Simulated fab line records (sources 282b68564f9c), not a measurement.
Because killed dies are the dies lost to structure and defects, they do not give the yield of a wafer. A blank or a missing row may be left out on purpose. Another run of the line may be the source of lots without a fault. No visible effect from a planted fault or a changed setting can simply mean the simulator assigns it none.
Which tool is to blame? ; flow rit-cmos ; Sampling: 14 lots, 42 wafers, 6 of 202 route steps

== WHAT THE GAUGES READ, wafer by wafer ==
RIT_PLDD_OVL_MEAS_06. Usual: PLDD_OVL gives 0.1 nm (standard deviation 1.4).
lot;measured;on;PLDD_OVL (nm);flag
L273;day 2 23:46;overlay-02;-0.2 -0.8 0.2;
L274;day 3 05:32;overlay-01;0.4 1.4 0.2;
L275;day 3 15:41;overlay-02;2.2 1.7 2.7;
L276;day 3 20:18;overlay-01;1.1 -0.8 0.0;
L278;day 4 05:43;overlay-02;2.0 0.9 0.4;
L279;day 4 12:31;overlay-02;-1.4 -1.3 -1.5;
L281;day 4 20:10;overlay-01;-0.2 2.7 2.3;
L282;day 4 23:51;overlay-02;-1.0 -1.8 1.0;
L284;day 5 07:47;overlay-01;-0.7 -0.2 -0.5;
L287;day 6 00:49;overlay-02;0.7 0.2 3.3;
L288;day 6 03:23;overlay-02;-1.5 -1.1 -0.9;
L290;day 6 13:23;overlay-01;0.5 -0.3 3.5;
L291;day 6 18:17;overlay-02;0.0 -0.1 0.9;
L295;day 7 10:53;overlay-01;0.1 1.3 1.1;

RIT_PLDD_TW_MEAS_10. Usual: PLDD_TW gives 2346 (standard deviation 28).
lot;measured;on;PLDD_TW;flag
L273;day 3 00:17;film-metro-04;2362 2368 2360;
L274;day 3 06:04;film-metro-04;2357 2360 2348;
L275;day 3 16:11;film-metro-04;2366 2383 2369;
L276;day 3 20:49;film-metro-02;2333 2314 2324;
L278;day 4 06:13;film-metro-04;2380 2367 2389;
L279;day 4 13:03;film-metro-02;2317 2332 2328;
L281;day 4 20:41;film-metro-04;2381 2386 2371;
L282;day 5 00:34;film-metro-04;2394 2390 2384;
L284;day 5 08:19;film-metro-03;2521 2523 2517 2523 2530 2523;OFF
L287;day 6 01:20;film-metro-04;2569 2588 2577 2569 2574 2575;OFF
L288;day 6 03:54;film-metro-03;2333 2329 2329;
L290;day 6 13:54;film-metro-02;2320 2318 2317;
L291;day 6 18:48;film-metro-03;2316 2326 2319;
L295;day 7 11:24;film-metro-02;2327 2301 2314;

RIT_SDANNEAL_RS_MEAS_05: measurement is done with a four-point probe. Usual: NSD_RS gives 84.5 ohm/sq (standard deviation 0.31).
lot;measured;on;NSD_RS (ohm/sq);flag
L273;day 3 06:36;film-metro-03;84.1 84.5 84.4;
L274;day 3 12:09;film-metro-03;84.1 84.0 84.4;
L275;day 3 22:16;film-metro-02;84.2 84.5 84.1;
L276;day 4 03:05;film-metro-03;84.4 84.5 84.6;
L278;day 4 12:26;film-metro-03;84.7 84.8 84.4;
L279;day 4 19:07;film-metro-03;84.5 84.6 84.4;
L281;day 5 03:58;film-metro-04;84.0 84.0 84.3;
L282;day 5 06:55;film-metro-04;84.5 84.3 84.4;
L284;day 6 00:01;film-metro-03;84.3 84.1 84.2;
L287;day 6 11:10;film-metro-03;84.4 84.3 84.2;
L288;day 6 10:01;film-metro-03;84.5 84.8 84.8;
L290;day 6 20:04;film-metro-02;84.4 84.6 84.7;
L291;day 7 00:53;film-metro-02;84.4 84.4 84.5;
L295;day 7 17:22;film-metro-02;85.3 85.5 85.3;

RIT_SDANNEAL_RS_MEAS_06: measurement is done with a four-point probe. Usual: PLDD_RS gives 178.5 ohm/sq (standard deviation 0.6).
lot;measured;on;PLDD_RS (ohm/sq);flag
L273;day 3 06:43;film-metro-03;179.4 178.6 178.5;
L274;day 3 12:16;film-metro-03;178.2 178.5 178.6;
L275;day 3 22:23;film-metro-02;179.1 178.3 178.4;
L276;day 4 03:13;film-metro-03;178.8 179.9 179.3;
L278;day 4 12:34;film-metro-03;179.3 178.5 178.6;
L279;day 4 19:14;film-metro-03;177.9 177.8 177.9;
L281;day 5 04:05;film-metro-04;179.0 178.6 178.4;
L282;day 5 07:02;film-metro-04;178.5 178.9 178.4;
L284;day 6 00:08;film-metro-03;160.2 160.1 160.3 160.1 159.7 160.4;OFF
L287;day 6 11:17;film-metro-03;160.2 160.0 160.3 160.6 160.1 160.3;OFF
L288;day 6 10:08;film-metro-03;178.4 178.3 178.6;
L290;day 6 20:11;film-metro-02;179.2 179.0 178.7;
L291;day 7 01:00;film-metro-02;179.3 179.4 179.1;
L295;day 7 17:29;film-metro-02;178.3 178.8 178.9;

== TOOL THAT RAN EACH LOT (tool first, then ch and the chambers of the sampled wafers, then the start) ==
lot;RIT_PLDD_IMPLANT_08;RIT_SDANNEAL_RTA_03
L273;implanter-01 ch 0, day 2 23:58;rtp-anneal-01 ch 0, day 3 06:25
L274;implanter-04 ch 0, day 3 05:44;rtp-anneal-02 ch 0, day 3 11:55
L275;implanter-01 ch 0, day 3 15:52;rtp-anneal-01 ch 0, day 3 22:06
L276;implanter-01 ch 0, day 3 20:31;rtp-anneal-02 ch 0, day 4 02:51
L278;implanter-04 ch 0, day 4 05:54;rtp-anneal-02 ch 0, day 4 12:16
L279;implanter-04 ch 0, day 4 12:44;rtp-anneal-01 ch 0, day 4 18:56
L281;implanter-01 ch 0, day 4 20:22;rtp-anneal-01 ch 0, day 5 03:47
L282;implanter-01 ch 0, day 5 00:17;rtp-anneal-02 ch 0, day 5 06:43
L284;implanter-04 ch 0, day 5 08:01;rtp-anneal-02 ch 0, day 5 23:49
L287;implanter-04 ch 0, day 6 01:01;rtp-anneal-01 ch 0, day 6 10:59
L288;implanter-01 ch 0, day 6 03:35;rtp-anneal-02 ch 0, day 6 09:49
L290;implanter-03 ch 0, day 6 13:35;rtp-anneal-02 ch 0, day 6 19:53
L291;implanter-03 ch 0, day 6 18:29;rtp-anneal-01 ch 0, day 7 00:41
L295;implanter-03 ch 0, day 7 11:05;rtp-anneal-01 ch 0, day 7 17:11
- RIT_PLDD_IMPLANT_08
- RIT_SDANNEAL_RTA_03: time 5 s.

== AS READ BY THE TOOLS THEMSELVES (means over the sampled wafers that have a number; for cases with no such wafer, the mark the record gives instead) ==
RIT_PLDD_IMPLANT_08. Usual: dose-ions-cm2 9.003e+14, standard deviation 9.7e+11; faraday-current-uA 2820, standard deviation 52.
lot;tool;dose-ions-cm2;faraday-current-uA;flag
L273;implanter-01;9.005e+14;2791;
L274;implanter-04;9.008e+14;2834;
L275;implanter-01;9.005e+14;2819;
L276;implanter-01;9.011e+14;2797;
L278;implanter-04;8.988e+14;2796;
L279;implanter-04;9.005e+14;2835;
L281;implanter-01;8.994e+14;2814;
L282;implanter-01;9.001e+14;2831;
L284;implanter-04;1.262e+15;4071;OFF
L287;implanter-04;1.262e+15;3960;OFF
L288;implanter-01;8.999e+14;2810;
L290;implanter-03;8.998e+14;2811;
L291;implanter-03;9.010e+14;2840;
L295;implanter-03;9.006e+14;2755;

RIT_SDANNEAL_RTA_03. Usual: wafer_temp_C_max reads 1053.4 (standard deviation 1.3).
lot;tool;wafer_temp_C_max;flag
L273;rtp-anneal-01;1053.8;
L274;rtp-anneal-02;1052.5;
L275;rtp-anneal-01;1053.0;
L276;rtp-anneal-02;1054.1;
L278;rtp-anneal-02;1052.4;
L279;rtp-anneal-01;1052.6;
L281;rtp-anneal-01;1054.7;
L282;rtp-anneal-02;1054.1;
L284;rtp-anneal-02;1053.5;
L287;rtp-anneal-01;1053.2;
L288;rtp-anneal-02;1052.5;
L290;rtp-anneal-02;1053.7;
L291;rtp-anneal-01;1053.5;
L295;rtp-anneal-01;1052.9;

== THE ANSWER, worked out from the rows above alone ==
Rule: a lot is off if the mean of its wafers that have a number lies more than 3 standard deviations from the usual mean. Also off: a lot with no number at a reading for which 4 or more lots have one. All remaining lots with rows at the step are treated as sound. After the gauges, taken in route order, come the tools' own readings; for these a lot's mean is taken, as printed above. The first step at which some lot is off is used, and at that step the reading that is off furthest; a lot without a number counts as furthest.
Off: at RIT_PLDD_TW_MEAS_10 (PLDD_TW), L284, L287.
If a tool, at a process step before that reading, ran all the lots that are off and no sound lot after the first of them, it fits. The gauges at RIT_PLDD_TW_MEAS_10 aren't tried: what is off there is off at RIT_PLDD_IMPLANT_08 too, on other tools, and a gauge's error can't cause that. One fits: implanter-04 at RIT_PLDD_IMPLANT_08. Its last sound lot is L279 (day 4 12:44), its first lot that is off L284 (day 5 08:01): a fault that began between those two fits.
The tool's own readings at RIT_PLDD_IMPLANT_08 bear it out: on the lots that are off they differ by more than 5 times the standard deviation of the sound lots' means. dose-ions-cm2 reads 1.262e+15 there against 9.002e+14 on the sound lots; faraday-current-uA reads 4016 there against 2811 on the sound lots.

== WHAT HAD BEEN PUT IN BY THE SIMULATOR ==
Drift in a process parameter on implanter-04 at RIT_PLDD_IMPLANT_08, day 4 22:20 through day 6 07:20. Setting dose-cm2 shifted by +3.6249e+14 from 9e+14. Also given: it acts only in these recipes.
Lots struck among those shown: L284, L287. The same result came from the rule above.
